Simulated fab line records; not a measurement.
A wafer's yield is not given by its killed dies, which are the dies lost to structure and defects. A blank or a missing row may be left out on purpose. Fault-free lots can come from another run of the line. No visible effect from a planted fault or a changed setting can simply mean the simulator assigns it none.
Split-lot experiment -- flow rit cmos -- route with 202 steps; 5 lots, 23 wafers read

## SPLIT DETAILS
At RIT_PWELL_IMPLANT_08, the setting dose cm2 was moved away from the recipe's 7e+13 on 6 of the 23 wafers read, by -3.7% to +5.8%. All remaining wafers had this setting at the recipe value.

## FROM THE SPLIT TO THE READING: what the file shows between them, 3 steps
- RIT_PWELL_STRIP_09: strips in O2, time 180 s
- RIT_PWELL_TW_MEAS_10
- RIT_WELLDRIVE_ANNEAL_00: time 14700 s

## THE READING
PWELL_RS, in ohm/sq, at RIT_WELLDRIVE_RS_MEAS_02 (measures by four-point-probe). On this fab line, fault-free wafers typically give 429.8 ohm/sq with a standard deviation of 1.1 ohm/sq.

wafer,"tool, chamber at the split",dose cm2 as run,against the recipe,"PWELL_RS, ohm/sq",against lot-mates on the recipe
L074.1,"implanter-02, 0",7e+13,recipe,428.4,-
L074.2,"implanter-02, 0",7e+13,recipe,429.4,-
L074.3,"implanter-02, 0",6.743e+13,-3.7%,437.7,+8.8
L074.5,"implanter-02, 0",7e+13,recipe,428.8,-
L074.6,"implanter-02, 0",6.743e+13,-3.7%,438.4,+9.5
L076.1,"implanter-01, 0",7e+13,recipe,431.4,-
L076.2,"implanter-01, 0",7e+13,recipe,431.1,-
L076.3,"implanter-01, 0",7e+13,recipe,430.5,-
L076.5,"implanter-01, 0",7e+13,recipe,430.7,-
L076.6,"implanter-01, 0",7e+13,recipe,430.8,-
L077.2,"implanter-01, 0",7e+13,recipe,431.4,-
L077.4,"implanter-01, 0",7e+13,recipe,429.4,-
L077.5,"implanter-01, 0",7e+13,recipe,431.2,-
L079.2,"implanter-03, 0",7.405e+13,+5.8%,412.9,-15.4
L079.3,"implanter-03, 0",7e+13,recipe,428.6,-
L079.4,"implanter-03, 0",7e+13,recipe,427.4,-
L079.5,"implanter-03, 0",7e+13,recipe,429.0,-
L079.6,"implanter-03, 0",7.405e+13,+5.8%,414.5,-13.8
L083.1,"implanter-02, 0",6.85e+13,-2.1%,437.7,+7.7
L083.2,"implanter-02, 0",7e+13,recipe,430.7,-
L083.3,"implanter-02, 0",6.85e+13,-2.1%,434.7,+4.7
L083.4,"implanter-02, 0",7e+13,recipe,429.5,-
L083.6,"implanter-02, 0",7e+13,recipe,429.9,-

THE FIT
A straight line over all 23 wafers: PWELL_RS changes by -2.66 ohm/sq for each +1% of dose cm2; r = -0.98; the points scatter about the line by 1.3 ohm/sq.
The same after taking each lot's own level away (the mean of its wafers on the recipe; 23 wafers): -2.55 ohm/sq for each +1%; r = -0.99; scatter 0.77 ohm/sq.
Per that fit: largest dose cm2 move, reading shift of 15 ohm/sq.
The span of the lots' own levels, 428.33 to 430.90 ohm/sq, comes to 2.3 times the standard deviation stated above.
Consequently the slope shifts little with the lot-to-lot level, the two slopes agreeing.
Check: with one of the wafers moved furthest among these (+5.8%) left out of the fit, the line predicts -14.3 ohm/sq for it against its lot-mates. Against them it came out at -15.4 ohm/sq.

## OTHER SPLITS APPLIED TO THESE WAFERS
Note: prior to the reading, these wafers also went through further splits. Each is held against what the fit with the lots' levels taken away leaves over:
other split on the same wafers,wafers away from the commonest value,r with PWELL_RS (lot level and that fit taken away)
RIT_ACTIVE_OXIDATION_01 ox time s,15,+0.14
RIT_ACTIVE_EXPOSE_08 dose mj,11,+0.20
RIT_ACTIVE_STRIP_14 pressure mtorr,18,+0.02
RIT_FOX1_OXIDATION_00 temp c,15,+0.09
RIT_NWELL_COAT_01 spin rpm,5,-0.18
RIT_NWELL_IMPLANT_08 energy kev,10,-0.02

## THE WHOLE CHAIN: every reading that the file lists as answering this split, in the file's order
step,what it does,reading,change (the file's fit),r (the file's)
RIT_PWELL_TW_MEAS_10,,PWELL_TW,+2.85 for each +1% of the setting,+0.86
RIT_WELLDRIVE_RS_MEAS_02,measures by four-point-probe,PWELL_RS,-2.55 for each +1% of the setting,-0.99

## THE FILE'S OWN FIT
PWELL_RS changes by -2.55 ohm/sq for each +1% of dose cm2, r = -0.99.
